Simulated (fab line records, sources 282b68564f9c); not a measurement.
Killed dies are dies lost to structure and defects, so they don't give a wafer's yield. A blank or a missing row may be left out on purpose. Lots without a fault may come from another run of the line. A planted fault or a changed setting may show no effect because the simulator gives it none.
One fault seen from 2 desks | flow rit_cmos | each desk has only its own numbers; what lay behind them comes last

THE METROLOGY DESK
What the gauges read, lot by lot, whatever tool the lot ran on: means of the sampled wafers that have a number. A lot is out of limits, marked OUT, if its mean lies more than 4 standard deviations from the usual mean; the brackets give that distance.
Columns: A = M1_AL_RS at RIT_M1_RS_MEAS_01, usual 0.0702 ohm/sq; B = M1_AL_THK at RIT_M1_THK_MEAS_02, usual 420 nm; C = cd_nm at RIT_M1_CD_MEAS_09, usual 2599.3 nm; D = M1_OVL at RIT_M1_OVL_MEAS_10, usual -0.6 nm
lot  | first seen here | A      | B   | C      | D
L514 | day 3 12:38     | 0.0718 | 411 | 2598.4 | -0.7
L519 | day 4 19:46     | 0.0701 | 418 | 2598.6 | -1.3
L525 | day 5 22:56     | 0.0698 | 424 | 2600.0 | -0.8
L527 | day 6 09:05     | 0.0700 | 421 | 2602.9 | -1.1
L535 | day 7 23:36     | 0.0696 | 424 | 2599.1 | -0.9
L536 | day 8 08:57     | 0.0701 | 420 | 2598.7 | -0.0
This desk's finding: nothing out of limits on any of the 6 lots.

THE TOOL OWNER'S DESK: rie_metal-01
The tool's own readings at RIT_M1_METAL_ETCH_12 (etches Al in Cl2/BCl3, stops on SiO2, time 165 s, target depth 600 nm): means of the sampled wafers that have a number, for each lot that ran on this tool. A lot is out of limits, marked OUT, if its mean lies more than 4 standard deviations from the usual mean; the brackets give that distance.
Columns: A = drypump_motor_current_A at RIT_M1_METAL_ETCH_12, usual 5.3 A; B = mfc_cl2_sccm at RIT_M1_METAL_ETCH_12, usual 59.98 sccm; C = oes_product_au at RIT_M1_METAL_ETCH_12, usual 0.796 a.u.; D = throttle_valve_pct at RIT_M1_METAL_ETCH_12, usual 8.28 %
lot  | first seen here | A   | B     | C     | D
L519 | day 4 21:20     | 5.6 | 59.96 | 0.790 | 8.24
L525 | day 6 00:24     | 5.6 | 60.07 | 0.787 | 8.25
L527 | day 6 10:37     | 5.5 | 59.81 | 0.793 | 8.31
This desk's finding: nothing out of limits on any of the 3 lots.

PUT TOGETHER
The metrology desk saw nothing out of limits.
The tool owner's desk saw nothing out of limits.

WHAT THE SIMULATOR HAD PUT IN
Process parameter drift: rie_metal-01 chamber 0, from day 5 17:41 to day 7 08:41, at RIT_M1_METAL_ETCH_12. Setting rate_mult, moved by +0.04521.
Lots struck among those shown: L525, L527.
